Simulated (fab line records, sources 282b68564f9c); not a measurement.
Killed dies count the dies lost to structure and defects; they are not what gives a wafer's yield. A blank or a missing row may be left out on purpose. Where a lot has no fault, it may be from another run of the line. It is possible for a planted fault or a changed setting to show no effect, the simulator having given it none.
Problem report in the 8D (eight disciplines) form, filled by code	flow rit cmos	the parts of the form that need people (team, actions taken, sign-off) are left out

## 1. PROBLEM STATEMENT
At RIT_SDANNEAL_CLEAN_01, run length s averages 178.9 s over 6 wafers from 2 lots, while fault-free wafers read 59.0 s, standard deviation 2.7. Relative to the usual mean, that is a shift of +44 standard deviations.
The step: cleans in dHF, time 30 s.
The first sign was on wafer L465.2 at day 5 15:22, on wet bench-03. At this step, 18 wafers from 6 lots have a number in the record. Rule for "out" (also "out of limits"): further than 4 standard deviations from the usual mean. Any other wafer with a number is counted as sound.

## 2. WHAT IT IS AND WHAT IT IS NOT
question	is	is not
which readings at this step	run length s	-
which lots	L465, L468	L461, L462, L466, L474
which wafers of those lots	all that have a number	-
read on which tools	wet bench-03	wet bench-02, wet bench-04
when	from day 5 15:22	up to then (6 sound wafers); but 6 sound wafers of L466, L474 came after

## 3. WHAT RULES OUT EACH SUSPECT
Counting: any tool at a process step up to the reading is kept as a suspect provided that every lot that is out went through it and no sound lot did after the first of them.
- wet bench-03 at RIT_SDANNEAL_CLEAN_01 (cleans in dHF, time 30 s): kept. It ran every lot that is out, first L465 (day 5 15:22), and no sound lot after that; its last sound lot up to then is L461 (day 4 17:28). Out on those wafers are its own readings of run length s.
Remaining after the count: wet bench-03 at RIT_SDANNEAL_CLEAN_01.

## 4. THE CAUSE (what the simulator had put in)
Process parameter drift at RIT_SDANNEAL_CLEAN_01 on wet bench-03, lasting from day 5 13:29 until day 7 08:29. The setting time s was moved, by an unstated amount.
The count eliminated every tool but this one.

## 5. SEQUENCE OF EFFECTS, ordered by route
Each row: a reading where the mean over the struck wafers with a number is more than 3 standard deviations away from the usual. Only readings for which the record gives a usual standard deviation are gone through. hours: the time from each lot's start at the first step in this table that gives one to its start at this step, as a median over the lots. sigmas: the change in usual standard deviations.
hours	step	reading	usual	on struck wafers	change	sigmas
0	RIT_SDANNEAL_CLEAN_01	run length s	59.0 s	178.9	+119.9	+44
Process steps it contains:
- RIT_SDANNEAL_CLEAN_01: cleans in dHF, time 30 s.
Later steps that measure or inspect, where all struck wafers having a row at the step show a number for every such reading and not one has moved that far: RIT_SDANNEAL_RS_MEAS_04, RIT_SDANNEAL_RS_MEAS_05, RIT_SDANNEAL_RS_MEAS_06, RIT_SDANNEAL_RS_MEAS_07.

## 6. WHAT WOULD HAVE CAUGHT IT SOONER
In this record no reading fell out of limits until day 5 15:22, 2 hours after the fault had begun at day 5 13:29.
